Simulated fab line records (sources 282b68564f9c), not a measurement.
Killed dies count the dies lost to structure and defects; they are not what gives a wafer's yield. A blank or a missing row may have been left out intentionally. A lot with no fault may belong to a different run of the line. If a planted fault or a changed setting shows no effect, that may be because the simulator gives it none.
fab line records :: flow ritCmos
[record]
  lots = 6
  wafers = 18
  lastDay = 7
route steps=202 shown PRETRO@70 GATE@75 FOX2@80
lots with no fault: from the same line, run without faults
startH: start of the lot's first displayed wafer, in hours after the record's first day :: waitH: hours since the lot's step before :: " the same as in the row above :: L1.1+2: a single row standing in for several wafers :: - no value, or no start given :: * or withheld: withheld :: < > ~ a bound
route shown NAME@n: NAME is a module with steps in the file, n the number in the route of the first one :: usual: mean/standard deviation taken from wafers without a fault :: same: alike in all rows :: chamber/n: place in a boat :: sites: each site's reading :: _std_site: the standard deviation of these :: _edge_site: the outer-site mean with the inner-site mean subtracted :: radiusMm: how far each site lies from the wafer's centre :: mask NAME#n: copy n :: behind: tool/chamber where the wafer was last shaped :: hold: reason for holding the lot/hours on hold/outcome of the hold :: device: which transistor (n, p or np) failed to switch :: end of line: at the end of the route, the tests of the same wafers :: where a step has no rows: the recipe by itself :: killed: the dies lost at the first sort to structure and to defects; this is not the yield of the wafer :: map: shows each die of a wafer: x if killed, . if not, _ if none is there
set.NAME: setting as actually run; set.NAME@STEP: the setting as run at that earlier step :: model.NAME: the simulator's own value behind a step, which no gauge read
lots at selected steps of the route; one table per step, one row per wafer
services: when a tool's chamber went out of use (startH, in hours from the record's first day, below 0 if earlier), for how many hours, and the reason
[[steps]]
[step RIT_PRETRO_OVL_MEAS_06]
[usual]
  PRETRO_OVL = -0.3/1.3
lot.wafer: L856.1
tool: overlay-01
chamber: -
startH: 57.10
waitH: -
PRETRO_OVL[nm]: -1.9

lot.wafer: L856.3
tool: overlay-01
chamber: -
startH: 57.10
waitH: -
PRETRO_OVL[nm]: -1.6

lot.wafer: L856.4
tool: overlay-01
chamber: -
startH: 57.10
waitH: -
PRETRO_OVL[nm]: -1.1

lot.wafer: L863.3
tool: overlay-02
chamber: -
startH: 90.79
waitH: -
PRETRO_OVL[nm]: -0.5

lot.wafer: L863.4
tool: overlay-02
chamber: -
startH: 90.79
waitH: -
PRETRO_OVL[nm]: 0.3

lot.wafer: L863.6
tool: overlay-02
chamber: -
startH: 90.79
waitH: -
PRETRO_OVL[nm]: 0.1

lot.wafer: L864.1
tool: overlay-01
chamber: -
startH: 96.22
waitH: -
PRETRO_OVL[nm]: -0.6

lot.wafer: L864.2
tool: overlay-01
chamber: -
startH: 96.22
waitH: -
PRETRO_OVL[nm]: 0.0

lot.wafer: L864.4
tool: overlay-01
chamber: -
startH: 96.22
waitH: -
PRETRO_OVL[nm]: 0.0

lot.wafer: L868.1
tool: overlay-02
chamber: -
startH: 116.50
waitH: -
PRETRO_OVL[nm]: -0.9

lot.wafer: L868.2
tool: overlay-02
chamber: -
startH: 116.50
waitH: -
PRETRO_OVL[nm]: -0.4

lot.wafer: L868.4
tool: overlay-02
chamber: -
startH: 116.50
waitH: -
PRETRO_OVL[nm]: -0.6

lot.wafer: L872.2
tool: overlay-01
chamber: -
startH: 136.32
waitH: -
PRETRO_OVL[nm]: -2.0

lot.wafer: L872.4
tool: overlay-01
chamber: -
startH: 136.32
waitH: -
PRETRO_OVL[nm]: -0.2

lot.wafer: L872.6
tool: overlay-01
chamber: -
startH: 136.32
waitH: -
PRETRO_OVL[nm]: -0.6

lot.wafer: L873.1
tool: overlay-02
chamber: -
startH: 140.48
waitH: -
PRETRO_OVL[nm]: -0.4

lot.wafer: L873.3
tool: overlay-02
chamber: -
startH: 140.48
waitH: -
PRETRO_OVL[nm]: -1.6

lot.wafer: L873.5
tool: overlay-02
chamber: -
startH: 140.48
waitH: -
PRETRO_OVL[nm]: -1.3
[step RIT_PRETRO_HARDBAKE_07]
[recipe]
  resist = NOVOLAK
  tempC = 140
  timeS = 120
[step RIT_PRETRO_IMPLANT_08]
[recipe]
  species = B
  energyKev = 45
  doseCm2 = 1.2e+13
  tiltDeg = 7
[step RIT_PRETRO_STRIP_09]
[recipe]
  chemistry = O2
  timeS = 180
  resist = NOVOLAK
  platenTempC = withheld
  powerW = 500
  pressureMtorr = 4000
  o2FlowSccm = 4000
[usual]
  drypumpMotorCurrentA = 5.7/0.4
lot.wafer: L856.1
tool: plasmaAsher-01
chamber: 0
startH: 57.67
waitH: 0.1
drypumpMotorCurrentA: 5.7
rfHoursCounterH: 43

lot.wafer: L856.3
tool: plasmaAsher-01
chamber: 1
startH: 57.67
waitH: 0.1
drypumpMotorCurrentA: 5.7
rfHoursCounterH: -

lot.wafer: L856.4
tool: plasmaAsher-01
chamber: 0
startH: 57.67
waitH: 0.1
drypumpMotorCurrentA: 5.7
rfHoursCounterH: -

lot.wafer: L863.3
tool: plasmaAsher-04
chamber: 1
startH: 91.27
waitH: 0.1
drypumpMotorCurrentA: 6.2
rfHoursCounterH: -

lot.wafer: L863.4
tool: plasmaAsher-04
chamber: 0
startH: 91.27
waitH: 0.1
drypumpMotorCurrentA: 5.5
rfHoursCounterH: -

lot.wafer: L863.6
tool: plasmaAsher-04
chamber: 0
startH: 91.27
waitH: 0.1
drypumpMotorCurrentA: 5.5
rfHoursCounterH: -

lot.wafer: L864.1
tool: plasmaAsher-01
chamber: 0
startH: 96.66
waitH: 0.1
drypumpMotorCurrentA: 5.7
rfHoursCounterH: 47

lot.wafer: L864.2
tool: plasmaAsher-01
chamber: 1
startH: 96.66
waitH: 0.1
drypumpMotorCurrentA: 5.7
rfHoursCounterH: 47

lot.wafer: L864.4
tool: plasmaAsher-01
chamber: 1
startH: 96.66
waitH: 0.1
drypumpMotorCurrentA: 5.7
rfHoursCounterH: -

lot.wafer: L868.1
tool: plasmaAsher-03
chamber: 1
startH: 116.94
waitH: 0.1
drypumpMotorCurrentA: 6.1
rfHoursCounterH: 49

lot.wafer: L868.2
tool: plasmaAsher-03
chamber: 0
startH: 116.94
waitH: 0.1
drypumpMotorCurrentA: 4.7
rfHoursCounterH: 49

lot.wafer: L868.4
tool: plasmaAsher-03
chamber: 0
startH: 116.94
waitH: 0.1
drypumpMotorCurrentA: 4.7
rfHoursCounterH: -

lot.wafer: L872.2
tool: plasmaAsher-01
chamber: 1
startH: 136.75
waitH: 0.1
drypumpMotorCurrentA: 5.7
rfHoursCounterH: 2

lot.wafer: L872.4
tool: plasmaAsher-01
chamber: 1
startH: 136.75
waitH: 0.1
drypumpMotorCurrentA: 5.7
rfHoursCounterH: -

lot.wafer: L872.6
tool: plasmaAsher-01
chamber: 0
startH: 136.75
waitH: 0.1
drypumpMotorCurrentA: 5.7
rfHoursCounterH: -

lot.wafer: L873.1
tool: plasmaAsher-01
chamber: 1
startH: 140.91
waitH: 0.1
drypumpMotorCurrentA: 5.7
rfHoursCounterH: 2

lot.wafer: L873.3
tool: plasmaAsher-01
chamber: 0
startH: 140.91
waitH: 0.1
drypumpMotorCurrentA: 5.7
rfHoursCounterH: -

lot.wafer: L873.5
tool: plasmaAsher-01
chamber: 1
startH: 140.91
waitH: 0.1
drypumpMotorCurrentA: 5.7
rfHoursCounterH: -
[step RIT_PRETRO_TW_MEAS_10]
[usual]
  PRETRO_TW = 476.1/2.5
lot.wafer: L856.1
tool: filmMetro-02
chamber: -
startH: 57.84
waitH: 0.1
PRETRO_TW: 475.2

lot.wafer: L856.3
tool: filmMetro-02
chamber: -
startH: 57.84
waitH: 0.1
PRETRO_TW: 476.1

lot.wafer: L856.4
tool: filmMetro-02
chamber: -
startH: 57.84
waitH: 0.1
PRETRO_TW: 478.2

lot.wafer: L863.3
tool: filmMetro-04
chamber: -
startH: 91.41
waitH: 0.1
PRETRO_TW: 471.6

lot.wafer: L863.4
tool: filmMetro-04
chamber: -
startH: 91.41
waitH: 0.1
PRETRO_TW: 473.5

lot.wafer: L863.6
tool: filmMetro-04
chamber: -
startH: 91.41
waitH: 0.1
PRETRO_TW: 472.0

lot.wafer: L864.1
tool: filmMetro-04
chamber: -
startH: 96.83
waitH: 0.1
PRETRO_TW: 476.3

lot.wafer: L864.2
tool: filmMetro-04
chamber: -
startH: 96.83
waitH: 0.1
PRETRO_TW: 476.9

lot.wafer: L864.4
tool: filmMetro-04
chamber: -
startH: 96.83
waitH: 0.1
PRETRO_TW: 474.6

lot.wafer: L868.1
tool: filmMetro-04
chamber: -
startH: 117.12
waitH: 0.1
PRETRO_TW: 475.2

lot.wafer: L868.2
tool: filmMetro-04
chamber: -
startH: 117.12
waitH: 0.1
PRETRO_TW: 477.9

lot.wafer: L868.4
tool: filmMetro-04
chamber: -
startH: 117.12
waitH: 0.1
PRETRO_TW: 475.4

lot.wafer: L872.2
tool: filmMetro-01
chamber: -
startH: 136.93
waitH: 0.1
PRETRO_TW: 473.7

lot.wafer: L872.4
tool: filmMetro-01
chamber: -
startH: 136.93
waitH: 0.1
PRETRO_TW: 473.9

lot.wafer: L872.6
tool: filmMetro-01
chamber: -
startH: 136.93
waitH: 0.1
PRETRO_TW: 473.8

lot.wafer: L873.1
tool: filmMetro-04
chamber: -
startH: 141.09
waitH: 0.1
PRETRO_TW: 477.9

lot.wafer: L873.3
tool: filmMetro-04
chamber: -
startH: 141.09
waitH: 0.1
PRETRO_TW: 475.8

lot.wafer: L873.5
tool: filmMetro-04
chamber: -
startH: 141.09
waitH: 0.1
PRETRO_TW: 475.4
[step RIT_GATE_WET_ETCH_00]
[recipe]
  chemistry = BOE
  target = SiO2
  targetDepthNm = 56
  timeS = 60
  dry = n2Spin
  dilution = 10:1
  tempC = 21.5
[step RIT_GATE_CLEAN_01]
[recipe]
  chemistry = SC1
  mix = 3:3:50
  timeS = 600
  tempC = 75
[step RIT_GATE_CLEAN_02]
[recipe]
  chemistry = dHF
  dilution = 50:1
  timeS = 30
[step RIT_GATE_CLEAN_03]
[recipe]
  chemistry = SC2
  mix = 3:3:50
  timeS = 600
  tempC = 75
  dry = n2Spin
[step RIT_GATE_CLEAN_04]
[recipe]
  chemistry = dHF
  dilution = 50:1
  timeS = 60
  dry = n2Spin
[step RIT_FOX2_THK_MEAS_91]
[recipe]
  reads = SiO2_of_FOX2_OXIDATION_00
[usual]
  FIELD_OXIDE_LEFT_2_THK = 263/8.4
lot.wafer: L856.1
tool: filmMetro-03
chamber: -
startH: 58.32
waitH: 0.0
FIELD_OXIDE_LEFT_2_THK[nm]: 273

lot.wafer: L856.3
tool: filmMetro-03
chamber: -
startH: 58.32
waitH: 0.0
FIELD_OXIDE_LEFT_2_THK[nm]: 274

lot.wafer: L856.4
tool: filmMetro-03
chamber: -
startH: 58.32
waitH: 0.0
FIELD_OXIDE_LEFT_2_THK[nm]: 272

lot.wafer: L863.3
tool: filmMetro-04
chamber: -
startH: 91.90
waitH: 0.0
FIELD_OXIDE_LEFT_2_THK[nm]: 255

lot.wafer: L863.4
tool: filmMetro-04
chamber: -
startH: 91.90
waitH: 0.0
FIELD_OXIDE_LEFT_2_THK[nm]: 258

lot.wafer: L863.6
tool: filmMetro-04
chamber: -
startH: 91.90
waitH: 0.0
FIELD_OXIDE_LEFT_2_THK[nm]: 261

lot.wafer: L864.1
tool: filmMetro-04
chamber: -
startH: 97.34
waitH: 0.0
FIELD_OXIDE_LEFT_2_THK[nm]: 269

lot.wafer: L864.2
tool: filmMetro-04
chamber: -
startH: 97.34
waitH: 0.0
FIELD_OXIDE_LEFT_2_THK[nm]: 267

lot.wafer: L864.4
tool: filmMetro-04
chamber: -
startH: 97.34
waitH: 0.0
FIELD_OXIDE_LEFT_2_THK[nm]: 267

lot.wafer: L868.1
tool: filmMetro-01
chamber: -
startH: 117.60
waitH: 0.0
FIELD_OXIDE_LEFT_2_THK[nm]: 260

lot.wafer: L868.2
tool: filmMetro-01
chamber: -
startH: 117.60
waitH: 0.0
FIELD_OXIDE_LEFT_2_THK[nm]: 265

lot.wafer: L868.4
tool: filmMetro-01
chamber: -
startH: 117.60
waitH: 0.0
FIELD_OXIDE_LEFT_2_THK[nm]: 261

lot.wafer: L872.2
tool: filmMetro-01
chamber: -
startH: 137.41
waitH: 0.0
FIELD_OXIDE_LEFT_2_THK[nm]: 268

lot.wafer: L872.4
tool: filmMetro-01
chamber: -
startH: 137.41
waitH: 0.0
FIELD_OXIDE_LEFT_2_THK[nm]: 271

lot.wafer: L872.6
tool: filmMetro-01
chamber: -
startH: 137.41
waitH: 0.0
FIELD_OXIDE_LEFT_2_THK[nm]: 271

lot.wafer: L873.1
tool: filmMetro-01
chamber: -
startH: 141.56
waitH: 0.0
FIELD_OXIDE_LEFT_2_THK[nm]: 265

lot.wafer: L873.3
tool: filmMetro-01
chamber: -
startH: 141.56
waitH: 0.0
FIELD_OXIDE_LEFT_2_THK[nm]: 268

lot.wafer: L873.5
tool: filmMetro-01
chamber: -
startH: 141.56
waitH: 0.0
FIELD_OXIDE_LEFT_2_THK[nm]: 276
[step RIT_GATE_OXIDATION_05]
[recipe]
  tempC = 900
  ambient = O2
  targetThkA = 30
  oxTimeS = 270
[step RIT_GATE_ANNEAL_06]
[recipe]
  tempC = 900
  timeS = 600
  ambient = N2O
[usual]
  runLengthS = 864/7.2
  spikeTcCentreC = 903.4/1.7
  tube_center_temp_C_max = 902.3/0.36
  zonePowerLoadPct = 29/3.9
lot.wafer: L856.1
tool: furnace-04
chamber: 0
startH: 59.45
waitH: 0.0
runLengthS: 856
spikeTcCentreC: 902.2
tube_center_temp_C_max: 902.4
zonePowerLoadPct: 24

lot.wafer: L856.3
tool: furnace-04
chamber: 0
startH: 59.45
waitH: 0.0
runLengthS: 856
spikeTcCentreC: 904.0
tube_center_temp_C_max: 902.2
zonePowerLoadPct: 24

lot.wafer: L856.4
tool: furnace-04
chamber: 0
startH: 59.45
waitH: 0.0
runLengthS: 856
spikeTcCentreC: 903.8
tube_center_temp_C_max: 903.0
zonePowerLoadPct: 23

lot.wafer: L863.3
tool: furnace-01
chamber: -
startH: 93.13
waitH: 0.0
runLengthS: -
spikeTcCentreC: -
tube_center_temp_C_max: -
zonePowerLoadPct: -

lot.wafer: L863.4
tool: furnace-01
chamber: -
startH: 93.13
waitH: 0.0
runLengthS: -
spikeTcCentreC: -
tube_center_temp_C_max: -
zonePowerLoadPct: -

lot.wafer: L863.6
tool: furnace-01
chamber: -
startH: 93.13
waitH: 0.0
runLengthS: -
spikeTcCentreC: -
tube_center_temp_C_max: -
zonePowerLoadPct: -

lot.wafer: L864.1
tool: furnace-01
chamber: -
startH: 98.48
waitH: 0.0
runLengthS: -
spikeTcCentreC: -
tube_center_temp_C_max: -
zonePowerLoadPct: -

lot.wafer: L864.2
tool: furnace-01
chamber: -
startH: 98.48
waitH: 0.0
runLengthS: -
spikeTcCentreC: -
tube_center_temp_C_max: -
zonePowerLoadPct: -

lot.wafer: L864.4
tool: furnace-01
chamber: -
startH: 98.48
waitH: 0.0
runLengthS: -
spikeTcCentreC: -
tube_center_temp_C_max: -
zonePowerLoadPct: -

lot.wafer: L868.1
tool: furnace-04
chamber: 0
startH: 118.73
waitH: 0.0
runLengthS: 859
spikeTcCentreC: 903.6
tube_center_temp_C_max: 902.6
zonePowerLoadPct: 24

lot.wafer: L868.2
tool: furnace-04
chamber: 0
startH: 118.73
waitH: 0.0
runLengthS: 859
spikeTcCentreC: 903.4
tube_center_temp_C_max: 901.9
zonePowerLoadPct: 24

lot.wafer: L868.4
tool: furnace-04
chamber: 0
startH: 118.73
waitH: 0.0
runLengthS: 859
spikeTcCentreC: 903.2
tube_center_temp_C_max: 902.0
zonePowerLoadPct: 24

lot.wafer: L872.2
tool: furnace-01
chamber: 0
startH: 138.53
waitH: 0.0
runLengthS: 867
spikeTcCentreC: 903.5
tube_center_temp_C_max: 902.6
zonePowerLoadPct: 33

lot.wafer: L872.4
tool: furnace-01
chamber: 0
startH: 138.53
waitH: 0.0
runLengthS: 867
spikeTcCentreC: 903.4
tube_center_temp_C_max: 901.9
zonePowerLoadPct: 33

lot.wafer: L872.6
tool: furnace-01
chamber: 0
startH: 138.53
waitH: 0.0
runLengthS: 867
spikeTcCentreC: 902.6
tube_center_temp_C_max: 902.1
zonePowerLoadPct: 32

lot.wafer: L873.1
tool: furnace-04
chamber: 0
startH: 143.37
waitH: 0.5
runLengthS: 853
spikeTcCentreC: 903.3
tube_center_temp_C_max: 903.1
zonePowerLoadPct: 23

lot.wafer: L873.3
tool: furnace-04
chamber: 0
startH: 143.37
waitH: 0.5
runLengthS: 853
spikeTcCentreC: 902.6
tube_center_temp_C_max: 902.4
zonePowerLoadPct: 24

lot.wafer: L873.5
tool: furnace-04
chamber: 0
startH: 143.37
waitH: 0.5
runLengthS: 853
spikeTcCentreC: 904.6
tube_center_temp_C_max: 902.2
zonePowerLoadPct: 24
[step RIT_GATE_THK_MEAS_07]
[recipe]
  reads = SiO2_of_GATE_OXIDATION_05
[usual]
  GATE_OXIDE_THK = 3.01/0.071
lot.wafer: L856.1
tool: filmMetro-03
chamber: -
startH: 59.70
waitH: 0.0
GATE_OXIDE_THK[nm]: 3.08

lot.wafer: L856.3
tool: filmMetro-03
chamber: -
startH: 59.70
waitH: 0.0
GATE_OXIDE_THK[nm]: 3.08

lot.wafer: L856.4
tool: filmMetro-03
chamber: -
startH: 59.70
waitH: 0.0
GATE_OXIDE_THK[nm]: 3.08

lot.wafer: L863.3
tool: filmMetro-01
chamber: -
startH: 93.40
waitH: 0.0
GATE_OXIDE_THK[nm]: 2.91

lot.wafer: L863.4
tool: filmMetro-01
chamber: -
startH: 93.40
waitH: 0.0
GATE_OXIDE_THK[nm]: 2.95

lot.wafer: L863.6
tool: filmMetro-01
chamber: -
startH: 93.40
waitH: 0.0
GATE_OXIDE_THK[nm]: 3.01

lot.wafer: L864.1
tool: filmMetro-04
chamber: -
startH: 98.73
waitH: 0.0
GATE_OXIDE_THK[nm]: 3.11

lot.wafer: L864.2
tool: filmMetro-04
chamber: -
startH: 98.73
waitH: 0.0
GATE_OXIDE_THK[nm]: 3.09

lot.wafer: L864.4
tool: filmMetro-04
chamber: -
startH: 98.73
waitH: 0.0
GATE_OXIDE_THK[nm]: 3.08

lot.wafer: L868.1
tool: filmMetro-04
chamber: -
startH: 118.98
waitH: 0.0
GATE_OXIDE_THK[nm]: 3.02

lot.wafer: L868.2
tool: filmMetro-04
chamber: -
startH: 118.98
waitH: 0.0
GATE_OXIDE_THK[nm]: 3.06

lot.wafer: L868.4
tool: filmMetro-04
chamber: -
startH: 118.98
waitH: 0.0
GATE_OXIDE_THK[nm]: 2.95

lot.wafer: L872.2
tool: filmMetro-04
chamber: -
startH: 138.79
waitH: 0.0
GATE_OXIDE_THK[nm]: 3.00

lot.wafer: L872.4
tool: filmMetro-04
chamber: -
startH: 138.79
waitH: 0.0
GATE_OXIDE_THK[nm]: 2.89

lot.wafer: L872.6
tool: filmMetro-04
chamber: -
startH: 138.79
waitH: 0.0
GATE_OXIDE_THK[nm]: 2.97

lot.wafer: L873.1
tool: filmMetro-03
chamber: -
startH: 143.62
waitH: 0.0
GATE_OXIDE_THK[nm]: 3.01

lot.wafer: L873.3
tool: filmMetro-03
chamber: -
startH: 143.62
waitH: 0.0
GATE_OXIDE_THK[nm]: 3.04

lot.wafer: L873.5
tool: filmMetro-03
chamber: -
startH: 143.62
waitH: 0.0
GATE_OXIDE_THK[nm]: 2.95
[[services]]
tool: plasmaAsher-03
chamber: -
startH: 36.07
hours: 1.1
kind: repair

tool: plasmaAsher-01
chamber: -
startH: 108.75
hours: 9.0
kind: pm

tool: plasmaAsher-01
chamber: 0
startH: 108.75
hours: 9.0
kind: ventCycle

tool: plasmaAsher-01
chamber: 1
startH: 108.75
hours: 9.0
kind: ventCycle

tool: plasmaAsher-01
chamber: 0
startH: 117.75
hours: -
kind: clean

tool: plasmaAsher-01
chamber: 1
startH: 117.75
hours: -
kind: clean
[[key]]
[firstSign]
  step = RIT_GATE_ANNEAL_06
  reading = toolRecord
  direction = missing
effect none on later readings
metAt RIT_GATE_ANNEAL_06
struckWafers L863.3,L863.4,L863.6,L864.1,L864.2,L864.4
laterRowsLeftOut L863.3,L863.4,L863.6,L864.1,L864.2,L864.4
sortLeftOut L863.3,L863.4,L863.6,L864.1,L864.2,L864.4
testerLeftOut L863,L864
[fault]
  kind = skippedStepWhole
  tool = furnace-01
  chamber = -
  onsetH = 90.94
  steps = RIT_GATE_ANNEAL_06
  scope = struckLotsOnly
// testerLeftOut: of these lots the tester's yield and bins aren't shown, on N5 and GAA mostly nor the transistor test; their killed dies are dies lost to structure and defects alone, not to doping, threshold or leakage, so they don't give the yield
// sortLeftOut: the simulated sort isn't trusted on such a fault, so these wafers' sort isn't shown, and their yield isn't known
// laterRowsLeftOut: the simulator's readings of these wafers behind a module that went badly wrong aren't trusted and aren't shown, but for the sort
